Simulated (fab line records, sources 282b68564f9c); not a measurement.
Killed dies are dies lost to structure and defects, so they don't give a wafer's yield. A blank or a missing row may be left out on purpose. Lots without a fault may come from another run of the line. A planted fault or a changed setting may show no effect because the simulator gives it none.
A struck lot beside a sound one | flow rit_cmos | 20 steps out of a route of 202
Sound: wafers L398.1, L398.2, L398.4. Struck: wafers L416.1, L416.3, L416.4. The cause comes at the end.
At each step with rows: each side's tool, then ch and its chambers, then its first start. Under that, the readings that differ: sound wafers | struck wafers | difference of the means | sigmas: that difference in standard deviations of wafers without a fault.
alike: readings whose means differ by less than 2 such deviations, and words and numbers that are the same on both sides. not compared: withheld readings, readings that some wafer has no value for, bounds like >300 that may hide the same value, and numbers for which the record gives no deviation and whose values overlap.
The two part at a step that has a row with sigmas, a row that says differs or no value, or rows on one side only. Numbers that don't overlap but have no deviation are shown without sigmas and don't part them. A reading that every wafer of one side lacks parts them only if that side has two wafers or more.

first, 2 steps without rows for these wafers: RIT_NWELL_HARDBAKE_07 (time 120 s); RIT_NWELL_IMPLANT_08.
RIT_NWELL_STRIP_09: strips in O2, time 180 s.
  sound on plasma_asher-03 ch 0,1, day 1 21:53; struck on plasma_asher-02 ch 0,1, day 5 16:15
  alike: drypump_motor_current_A
  not compared: rf_hours_counter_h
RIT_NWELL_TW_MEAS_10:
  sound on film_metro-03, day 1 22:04; struck on film_metro-04, day 5 16:26
  alike: NWELL_TW
then, 6 steps without rows for these wafers: RIT_PWELL_HMDS_00 (prime time 60 s); RIT_PWELL_COAT_01 (resist thk 1300 nm); RIT_PWELL_SOFTBAKE_02 (time 60 s); RIT_PWELL_EXPOSE_03 (exposes mask M3, target cd 43700 nm); RIT_PWELL_PEB_04; RIT_PWELL_DEVELOP_05 (develop time 68 s).
RIT_PWELL_OVL_MEAS_06:
  sound on overlay-01, day 1 23:07; struck on overlay-02, day 5 17:22
  alike: PWELL_OVL
then, 1 step without rows for these wafers: RIT_PWELL_HARDBAKE_07 (time 120 s).
RIT_PWELL_IMPLANT_08:
  sound on implanter-01 ch 0, day 1 23:25; struck on implanter-01 ch 0, day 5 17:40
  reading            | sound                         | struck                        | difference | sigmas
  dose_ions_cm2      | 6.988e+13 6.993e+13 6.992e+13 | 6.652e+13 6.647e+13 6.643e+13 | -3.437e+12 | -44
  faraday_current_uA | 227 223 226                   | 204 210 214                   | -16        | -4
  alike: beam_on_s
RIT_PWELL_STRIP_09: strips in O2, time 180 s.
  sound on plasma_asher-01 ch 0,1, day 1 23:34; struck on plasma_asher-01 ch 0,1, day 5 17:49
  alike: drypump_motor_current_A
  not compared: rf_hours_counter_h
RIT_PWELL_TW_MEAS_10:
  sound on film_metro-03, day 1 23:44; struck on film_metro-03, day 5 17:59
  reading  | sound       | struck      | difference | sigmas
  PWELL_TW | 964 968 973 | 947 948 948 | -21        | -3
then, 1 step without rows for these wafers: RIT_WELLDRIVE_ANNEAL_00 (time 14700 s).
RIT_WELLDRIVE_RS_MEAS_01: measures by four-point-probe.
  sound on film_metro-03, day 2 05:21; struck on film_metro-03, day 5 23:07
  alike: NWELL_RS
RIT_WELLDRIVE_RS_MEAS_02: measures by four-point-probe.
  sound on film_metro-03, day 2 05:28; struck on film_metro-03, day 5 23:14
  reading           | sound             | struck            | difference | sigmas
  PWELL_RS (ohm/sq) | 427.3 426.4 427.4 | 443.4 444.7 444.3 | +17.1      | +13
then, 1 step without rows for these wafers: RIT_NRETRO_HMDS_00 (prime time 60 s).
RIT_M1_PROBE_99:
  sound on prober-01, day 3 10:54; struck on prober-01, day 7 09:11
  reading                                 | sound             | struck            | difference | sigmas
  model.etest.pwell_pinched.rs_ohm_sq     | 458.3 448.8 452.4 | 475.5 475.9 485.9 | +25.9      |
  model.etest.pwell.rs_ohm_sq             | 412 404.9 408.5   | 432.1 433.4 436.9 | +25.7      |
  model.etest.diode_nplus_pwell.bv_v (V)  | 5.966 5.949 5.988 | 6.056 6.044 6.076 | +0.091     |
  model.etest.diode_nplus_comb.cj_ff_um2  | 2.655 2.644 2.666 | 2.599 2.587 2.627 | -0.051     |
  model.etest.diode_nplus_pwell.cj_ff_um2 | 2.086 2.08 2.079  | 2.041 2.037 2.042 | -0.042     |
  alike: killed_at_contacts, killed_at_front_end, killed_dies, killed_open, killed_short

WHERE THEY PART
First at RIT_PWELL_IMPLANT_08; last, within this record, at RIT_WELLDRIVE_RS_MEAS_02. Later steps at which nothing parts them and some readings are alike: RIT_M1_PROBE_99.

WHY: what the simulator had put in
Process parameter drift: implanter-01, from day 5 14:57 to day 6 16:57, at RIT_PWELL_IMPLANT_08. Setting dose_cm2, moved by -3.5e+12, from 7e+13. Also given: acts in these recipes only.
